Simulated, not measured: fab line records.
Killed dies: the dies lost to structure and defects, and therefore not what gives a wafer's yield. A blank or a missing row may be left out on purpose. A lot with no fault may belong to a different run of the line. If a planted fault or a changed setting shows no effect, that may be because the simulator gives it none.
8D (eight disciplines) problem report, filled in by code :: flow ritCmos :: the parts of the form that need people (team, actions taken, sign-off) are left out

1. THE ISSUE
SILICIDE_TI_RS at RIT_SILICIDE_RS_MEAS_02 reads a mean of 43.0 ohm/sq on 2 wafers of 2 lots; wafers without a fault read 49.7 ohm/sq with a standard deviation of 0.63. That puts it -11 standard deviations away from the usual mean.
The step: measures by four-point-probe.
First seen on wafer L488.3, day 6 06:08, on filmMetro-04. The record has a number at this step for 42 wafers belonging to 14 lots. Rule for "out" (also "out of limits"): further than 4 standard deviations from the usual mean. The other wafers with a number count as sound.

2. WHAT IT IS; WHAT IT IS NOT
question: which readings at this step
is: SILICIDE_TI_RS
is not: -

question: which lots
is: L488, L490
is not: L475, L476, L477, L478, L480, L481, L483, L484, L493, L494, L496, L498

question: which wafers of those lots
is: L488.3, L490.2
is not: L488.2, L488.5, L490.1, L490.6

question: read on which gauges
is: filmMetro-02, filmMetro-04
is not: filmMetro-03

question: when
is: from day 6 06:08
is not: up to then (26 sound wafers); but 14 sound wafers of L490, L493, L494, L496, L498 came after

3. THE SUSPECTS, EACH WITH WHAT RULES IT OUT
Counting: any tool at a process step up to the reading remains a suspect provided it ran every lot that is out. Sound lots after the first of them don't rule it out here, since some wafers of a struck lot are sound.
- ruled out: the gauge at RIT_SILICIDE_RS_MEAS_02. Those wafers that are out were read across 2 gauges (filmMetro-02, filmMetro-04).
- pvdSputter-03 at RIT_SILICIDE_SPUTTER_01 (material Ti, target thk 30 nm, time 240 s): kept. Every lot that is out went through it, the first being L488 (day 6 05:58); the last sound lot it ran before that was L484 (day 5 08:01).
After counting, what remains is pvdSputter-03 at RIT_SILICIDE_SPUTTER_01.

4. THE CAUSE (what the simulator had put in)
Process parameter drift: pvdSputter-03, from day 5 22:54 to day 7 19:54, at RIT_SILICIDE_SPUTTER_01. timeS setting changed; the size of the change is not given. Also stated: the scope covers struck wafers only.
Only this tool survived the counting.

5. SEQUENCE OF EFFECTS, ordered by route
Each row: a reading where the mean over the struck wafers with a number is more than 3 standard deviations away from the usual. Only readings whose record carries a usual standard deviation are examined. hours: median over the lots of the time between each lot's start at the first step of this table that gives one and its start at this step. sigmas: the change, counted in usual standard deviations.
hours: 0
step: RIT_SILICIDE_RS_MEAS_02
reading: SILICIDE_TI_RS
usual: 49.7 ohm/sq
on struck wafers: 43.0
change: -6.8
sigmas: -11

hours: 0
step: RIT_SILICIDE_THK_MEAS_03
reading: SILICIDE_TI_THK
usual: 29.2 nm
on struck wafers: 33.0
change: +3.8
sigmas: +13

6. HOW IT WOULD HAVE BEEN CAUGHT EARLIER
In this record the first reading out of limits at a measuring or inspecting step was taken at day 6 06:08, 7 hours after the fault began at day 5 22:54.
No tool reading at RIT_SILICIDE_SPUTTER_01 that has a usual standard deviation in the record was out on any struck wafer, so an alarm limit of 4 standard deviations on those readings would not have fired.
L490, from the lots that are out (2), started RIT_SILICIDE_SPUTTER_01 on pvdSputter-03 later than day 6 06:08. A tool hold placed at that time would have kept it from harm.
